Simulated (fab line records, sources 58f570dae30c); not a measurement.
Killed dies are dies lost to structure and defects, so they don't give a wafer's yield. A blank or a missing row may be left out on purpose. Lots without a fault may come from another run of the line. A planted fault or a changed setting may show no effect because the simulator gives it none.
One fault seen from 2 desks | flow berkeley_cmos170 | each desk has only its own numbers; what lay behind them comes last

THE METROLOGY DESK
What the gauges read, lot by lot, whatever tool the lot ran on: means of the sampled wafers that have a number. A lot is out of limits, marked OUT, if its mean lies more than 4 standard deviations from the usual mean; the brackets give that distance. Of its 11 readings 7 are shown: those that lie furthest out on some lot.
Columns: A = ACTIVE_NITRIDE_THK at UCB170_ACTIVE_THK_MEAS_06, usual 218.8 nm; B = ACTIVE_OVL at UCB170_ACTIVE_OVL_MEAS_14, usual 0 nm; C = cd_nm at UCB170_ACTIVE_CD_MEAS_90, usual 1200.4 nm; D = PFIELD_TW at UCB170_PFIELD_TW_MEAS_09, usual 600; E = FIELD_OXIDE_THK at UCB170_FIELD_THK_MEAS_02, usual 553 nm; F = FIELD_OXIDE_LEFT_1_THK at UCB170_FIELD_THK_MEAS_90, usual 437 nm; G = SACOX_OXIDE_THK at UCB170_SACOX_THK_MEAS_02, usual 14.26 nm
lot  | first seen here | A     | B  | C      | D   | E   | F   | G
L872 | day 6 07:01     | 218.6 | -5 | 1199.6 | 599 | 557 | 442 | 14.13
L873 | day 6 07:04     | 218.8 | -5 | 1198.7 | 603 | 550 | 434 | 14.59
L878 | day 6 21:18     | 222.1 | -5 | 1201.7 | 592 | 564 | 447 | 14.12
L880 | day 7 10:20     | 221.1 | -5 | 1201.7 | 599 | 567 | 453 | 14.21
L889 | day 8 21:22     | 219.1 | -8 | 1199.7 | 597 | 549 | 434 | 14.11
L891 | day 9 08:23     | 220.4 | 0  | 1200.6 | 594 | 560 | 444 | 14.53
This desk's finding: nothing out of limits on any of the 6 lots.

THE TOOL OWNER'S DESK: rie_diel-02
The tool's own readings at UCB170_ACTIVE_ETCH_15 (etches Si3N4 in CH3F/Ar/O2, stops on SiO2, target depth 242 nm, time 151 s): means of the sampled wafers that have a number, for each lot that ran on this tool. A lot is out of limits, marked OUT, if its mean lies more than 4 standard deviations from the usual mean; the brackets give that distance.
Columns: A = drypump_motor_current_A at UCB170_ACTIVE_ETCH_15, usual 5.8 A; B = oes_product_au at UCB170_ACTIVE_ETCH_15, usual 0.941 a.u.; C = throttle_valve_pct at UCB170_ACTIVE_ETCH_15, usual 8.03 %
lot  | first seen here | A   | B     | C
L878 | day 7 06:58     | 6.3 | 0.959 | 8.02
L880 | day 7 17:52     | 6.2 | 0.959 | 8.05
L889 | day 9 08:11     | 5.4 | 0.939 | 8.07
L891 | day 9 18:47     | 5.7 | 0.952 | 8.06
This desk's finding: nothing out of limits on any of the 4 lots.

PUT TOGETHER
The metrology desk saw nothing out of limits.
The tool owner's desk saw nothing out of limits.

WHAT THE SIMULATOR HAD PUT IN
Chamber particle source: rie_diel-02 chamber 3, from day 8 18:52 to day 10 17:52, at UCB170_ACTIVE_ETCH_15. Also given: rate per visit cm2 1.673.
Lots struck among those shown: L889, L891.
